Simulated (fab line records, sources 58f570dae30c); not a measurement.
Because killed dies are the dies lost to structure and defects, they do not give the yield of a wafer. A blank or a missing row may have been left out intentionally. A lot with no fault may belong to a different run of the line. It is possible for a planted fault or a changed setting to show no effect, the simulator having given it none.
Which tool did it?    flow berkeley-cmos170    Sampling: 14 lots, 42 wafers, 4 of 331 route steps

== WHAT EACH GAUGE READ, for each wafer ==
UCB170_GATE_CD_MEAS_12: the cd target is 350 nm. Usual: cd-nm 350.5 nm, standard deviation 1.4.
lot   measured      on         cd-nm (nm)         flag
L324  day 6 19:49   cd-sem-02  348.3 348.0 347.5  
L329  day 7 13:48   cd-sem-02  350.5 350.9 351.2  
L328  day 7 13:59   cd-sem-01  351.5 351.6 351.6  
L332  day 7 19:29   cd-sem-02  349.6 349.8 351.3  
L333  day 7 20:30   cd-sem-01  347.3 348.6 349.4  
L335  day 8 09:17   cd-sem-01  352.4 351.7 352.0  
L338  day 9 08:02   cd-sem-02  351.2 350.9 350.6  
L341  day 9 08:42   cd-sem-01  351.5 350.7 352.3  
L340  day 9 08:45   cd-sem-02  347.7 349.2 348.8  
L339  day 9 09:00   cd-sem-01  352.2 351.2 354.1  
L344  day 10 04:23  cd-sem-01  351.8 350.4 350.1  
L343  day 10 04:46  cd-sem-01  350.6 350.0 348.9  
L346  day 10 15:09  cd-sem-02  350.0 348.7 349.7  
L347  day 10 22:06  cd-sem-02  351.1 349.7 350.6  

UCB170_SDANNEAL_RS_MEAS_04: a four-point-probe measurement. Usual: PLDD_RS gives 1032.3 ohm/sq (standard deviation 2.9).
lot   measured      on             PLDD_RS (ohm/sq)      flag
L324  day 7 11:22   film-metro-02  1031.5 1030.0 1030.4  
L329  day 8 03:52   film-metro-03  1028.0 1029.4 1028.9  
L328  day 8 04:20   film-metro-01  1033.1 1033.3 1030.4  
L332  day 8 12:44   film-metro-02  1028.8 1030.1 1029.2  
L333  day 8 12:55   film-metro-01  1036.8 1036.8 1035.9  
L335  day 9 02:20   film-metro-03  1033.3 1035.8 1035.0  
L338  day 10 04:51  film-metro-02  1032.9 1033.5 1032.4  
L341  day 10 04:58  film-metro-03  1030.1 1029.7 1031.2  
L340  day 10 05:19  film-metro-02  1031.4 1032.1 1028.2  
L339  day 10 05:21  film-metro-01  1031.2 1031.8 1032.5  
L344  day 10 20:32  film-metro-03  1032.1 1031.5 1030.9  
L343  day 10 21:04  film-metro-02  1030.5 1037.1 1035.6  
L346  day 11 08:04  film-metro-02  1037.3 1036.9 1037.1  
L347  day 11 14:27  film-metro-02  1031.8 1030.5 1032.3  

== WHICH TOOL RAN EACH LOT (tool, then ch and the chambers of the sampled wafers, then the start) ==
lot   UCB170_NLDD_STRIP_10                  UCB170_NSD_CLEAN_11
L324  plasma-asher-01 ch 0,1, day 6 23:47   wet-bench-03 ch 0, day 7 09:36
L329  plasma-asher-04 ch 0,1, day 7 18:35   wet-bench-03 ch 1, day 8 02:33
L328  plasma-asher-03 ch 0,1, day 7 19:10   wet-bench-02 ch 3, day 8 02:50
L332  plasma-asher-03 ch 0,1, day 8 02:11   wet-bench-02 ch 1, day 8 10:44
L333  plasma-asher-01 ch 0,1, day 8 02:28   wet-bench-03 ch 0, day 8 10:53
L335  plasma-asher-03 ch 0,1, day 8 14:48   wet-bench-04 ch 0, day 9 01:01
L338  plasma-asher-01 ch 0,1, day 9 14:05   wet-bench-02 ch 1, day 10 00:26
L341  plasma-asher-03 ch 0,1, day 9 14:18   wet-bench-02 ch 3, day 10 01:14
L340  plasma-asher-04 ch 0,1, day 9 14:50   wet-bench-02 ch 0, day 10 01:14
L339  plasma-asher-01 ch 0,1, day 9 14:50   wet-bench-02 ch 0, day 10 01:46
L344  plasma-asher-03 ch 0,1, day 10 08:40  wet-bench-03 ch 1, day 10 19:01
L343  plasma-asher-01 ch 0,1, day 10 08:57  wet-bench-03 ch 1, day 10 19:18
L346  plasma-asher-03 ch 0,1, day 10 19:55  wet-bench-02 ch 2, day 11 06:33
L347  plasma-asher-04 ch 0,1, day 11 03:04  wet-bench-04 ch 2, day 11 12:53
- UCB170_NLDD_STRIP_10: strips in O2.
- UCB170_NSD_CLEAN_11: cleans in SPM, time 600 s.

== WHAT THE TOOLS THEMSELVES READ (means of the sampled wafers that have a number; where no wafer has one, the mark that the record gives instead) ==
UCB170_NLDD_STRIP_10. Usual: drypump-motor-current-A 5.6 A, standard deviation 0.36; oes-product-au 0.734 a.u., standard deviation 0.0042; strip-time-to-endpoint-s 21.65 s, standard deviation 0.06.
lot   tool             drypump-motor-current-A (A)  oes-product-au (a.u.)  strip-time-to-endpoint-s (s)  flag
L324  plasma-asher-01  5.6                          0.734                  21.62                         
L329  plasma-asher-04  5.9                          0.738                  21.61                         
L328  plasma-asher-03  5.2                          0.736                  21.67                         
L332  plasma-asher-03  5.2                          0.728                  21.72                         
L333  plasma-asher-01  5.7                          0.734                  21.59                         
L335  plasma-asher-03  5.1                          0.733                  21.62                         
L338  plasma-asher-01  5.8                          0.734                  21.68                         
L341  plasma-asher-03  5.2                          0.733                  21.69                         
L340  plasma-asher-04  6.0                          0.738                  21.73                         
L339  plasma-asher-01  5.8                          0.735                  21.66                         
L344  plasma-asher-03  5.2                          0.734                  21.64                         
L343  plasma-asher-01  5.8                          0.735                  21.75                         
L346  plasma-asher-03  5.2                          0.733                  21.56                         
L347  plasma-asher-04  6.0                          0.736                  21.72                         

UCB170_NSD_CLEAN_11. Usual: bath-guard-temp-C 120.2 C, standard deviation 0.51; bath-heat-duty-pct 14.1 %, standard deviation 1.2.
lot   tool          bath-guard-temp-C (C)  bath-heat-duty-pct (%)  flag
L324  wet-bench-03  120.7                  14.7                    
L329  wet-bench-03  120.2                  14.7                    
L328  wet-bench-02  -                      -                       OFF
L332  wet-bench-02  -                      -                       OFF
L333  wet-bench-03  120.7                  14.0                    
L335  wet-bench-04  119.8                  12.3                    
L338  wet-bench-02  120.9                  13.0                    
L341  wet-bench-02  120.6                  13.5                    
L340  wet-bench-02  119.8                  15.5                    
L339  wet-bench-02  119.7                  15.1                    
L344  wet-bench-03  120.1                  15.7                    
L343  wet-bench-03  120.1                  15.7                    
L346  wet-bench-02  119.9                  12.9                    
L347  wet-bench-04  119.8                  14.9                    

== THE ANSWER, worked out from the rows above alone ==
Rule: lot off if the mean of its wafers having a number is beyond 3 standard deviations from the usual mean. Also off: a lot with no number at a reading for which 4 or more lots have one. All remaining lots with rows at the step are treated as sound. After the gauges, taken in route order, come the tools' own readings; for these a lot's mean is taken, as printed above. At the first step where some lot is off, the reading lying furthest off is the one used; lots without a number count as furthest.
Off at UCB170_NSD_CLEAN_11 (bath-guard-temp-C): L328, L332. Without a number there: L328, L332.
If a tool, at that step or one of the process steps before it, ran each lot that is off and ran no sound lot following the first of them, it fits. Not one of the candidates tried fits.

== WHAT HAD BEEN PUT IN BY THE SIMULATOR ==
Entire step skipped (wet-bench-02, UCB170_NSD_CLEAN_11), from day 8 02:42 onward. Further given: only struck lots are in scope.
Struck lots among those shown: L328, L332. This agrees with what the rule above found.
